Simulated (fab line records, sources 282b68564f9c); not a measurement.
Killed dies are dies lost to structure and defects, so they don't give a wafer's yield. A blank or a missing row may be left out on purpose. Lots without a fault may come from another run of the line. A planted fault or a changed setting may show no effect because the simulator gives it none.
Which tool did it? | flow rit_cmos | 7 lots, 21 wafers sampled, at 2 steps of a route of 202

WHAT THE GAUGES READ, wafer by wafer
RIT_CONTACT_CD_MEAS_90: target cd 1000 nm.
lot  | measured    | on        | cd_nm (nm)
L285 | day 3 20:59 | cd_sem-02 | 999.3 999.5 998.9
L288 | day 4 11:11 | cd_sem-02 | 1000.4 1001.8 998.7
L290 | day 4 22:31 | cd_sem-02 | 1003.8 1001.6 1003.2
L292 | day 5 06:37 | cd_sem-02 | 999.7 997.3 998.9
L294 | day 5 17:37 | cd_sem-02 | 1001.7 1000.2 1001.0
L296 | day 6 02:41 | cd_sem-02 | 1002.8 1001.8 1001.0
L302 | day 7 22:32 | cd_sem-02 | 997.8 999.5 994.5

WHICH TOOL RAN EACH LOT (tool, then ch and the chambers of the sampled wafers, then the start)
lot  | RIT_CONTACT_STRIP_12
L285 | plasma_asher-02 ch 0,1, day 3 20:47
L288 | plasma_asher-03 ch 0,1, day 4 10:59
L290 | plasma_asher-02 ch 0,1, day 4 22:20
L292 | plasma_asher-01 ch 0,1, day 5 06:26
L294 | plasma_asher-03 ch 1, day 5 17:27
L296 | plasma_asher-02 ch 0,1, day 6 02:31
L302 | plasma_asher-02 ch 0,1, day 7 22:22
- RIT_CONTACT_STRIP_12: strips in O2, time 180 s.

THE ANSWER, worked out from the rows above alone
Rule: what is usual is taken from the lots themselves. Put in order of their means at a reading, lots are off if they are a third of the lots or fewer, leave a main group of 4 or more, and stand apart from it by a gap of 3 or more times the standard deviation of the main group's means; of several such gaps the widest counts. A main group whose means are all the same, to the digits that the tables above print for the reading, isn't used. A lot without any number at a reading at which 4 lots or more have one is off too. The other lots that the step has rows for count as sound.
No lot is off at any reading shown: from this, nothing can be told.

WHAT THE SIMULATOR HAD PUT IN
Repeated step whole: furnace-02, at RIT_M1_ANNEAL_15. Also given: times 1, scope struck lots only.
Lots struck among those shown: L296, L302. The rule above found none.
